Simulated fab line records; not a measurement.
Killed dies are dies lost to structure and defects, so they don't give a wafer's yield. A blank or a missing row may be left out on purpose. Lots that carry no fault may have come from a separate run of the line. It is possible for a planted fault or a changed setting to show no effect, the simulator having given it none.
Struck lot and sound lot, side by side + flow rit-cmos + 14 steps out of a route of 202
Sound: the wafers L485.3, L485.5, L485.6. Struck: wafers L472.1, L472.3, L472.6. The cause is given at the end.
Order at every step that has rows: each side's tool, ch and its chambers, its first start. Under that, the readings that differ: sound wafers + struck wafers + difference of the means + sigmas: that difference in standard deviations of wafers without a fault.
alike: same words and numbers on both sides, and readings whose means sit less than 2 such deviations apart. not compared: any withheld reading, any reading some wafer has no value for, any bound like >300 that may hide the same value, and any number with overlapping values for which the record gives no deviation.
The two part at a step that has a row with sigmas, a row that says differs or no value, or rows on one side only. Numbers that have no deviation but don't overlap get no sigmas and don't part them. A reading that every wafer of one side lacks parts them only if that side has two wafers or more.

first, 1 step without rows for these wafers: RIT_GATE_CVD_08 (deposits poly-Si from SiH4, target thk 250 nm, time 2220 s).
RIT_GATE_THK_MEAS_09:
  struck on film-metro-03, day 3 17:39; sound on film-metro-01, day 6 10:26
  alike: GATE_POLY_THK
then, 6 steps without rows for these wafers: RIT_GATE_HMDS_10 (prime time 60 s); RIT_GATE_COAT_11 (resist thk 850 nm); RIT_GATE_SOFTBAKE_12 (time 60 s); RIT_GATE_EXPOSE_13 (exposes mask M6, target cd 150 nm); RIT_GATE_PEB_14; RIT_GATE_DEVELOP_15 (develop time 50 s).
RIT_GATE_CD_MEAS_16: target cd 150 nm.
  struck on cd-sem-01, day 3 18:44; sound on cd-sem-01, day 6 11:29
  alike: cd-nm
RIT_GATE_OVL_MEAS_17:
  struck on overlay-02, day 3 18:51; sound on overlay-02, day 6 11:35
  alike: GATE_OVL
then, 1 step without rows for these wafers: RIT_GATE_HARDBAKE_18 (time 60 s).
RIT_GATE_ETCH_19: etches poly-Si in SF6/CHF3/O2, stops on SiO2, time 165 s, target depth 312.5 nm.
  sound on rie-si-01 ch 0,2,3, day 6 11:46; struck on rie-si-02 ch 0,1, day 3 19:02
  alike: drypump-motor-current-A, oes-product-au, throttle-valve-pct
  not compared: rf-hours-counter-h
RIT_GATE_STRIP_20: strips in O2, time 180 s.
  sound on plasma-asher-02 ch 0,1, day 6 11:55; struck on plasma-asher-04 ch 0,1, day 3 19:09
  no value came back on the struck wafers for chamber-pressure-mTorr (mTorr), drypump-motor-current-A (A); on the sound wafers chamber-pressure-mTorr (mTorr) reads 3992 3995 4000
| reading                                   | sound | struck            | difference | sigmas |
|-------------------------------------------|-------|-------------------|------------|--------|
| model.NOVOLAK_of_GATE_COAT_11.thk-nm (nm) | 0 0 0 | 670.4 668.5 672.9 | +670.6     |        |
  not compared: rf-hours-counter-h
RIT_GATE_CD_MEAS_90: target cd 150 nm.
  struck on cd-sem-01, day 3 19:19; sound on cd-sem-01, day 6 12:05
  alike: cd-nm

## WHERE THEY PART
Within this record, at RIT_GATE_STRIP_20 only. Later steps at which nothing parts them and some readings are alike: RIT_GATE_CD_MEAS_90.

WHY: the cause the simulator had injected
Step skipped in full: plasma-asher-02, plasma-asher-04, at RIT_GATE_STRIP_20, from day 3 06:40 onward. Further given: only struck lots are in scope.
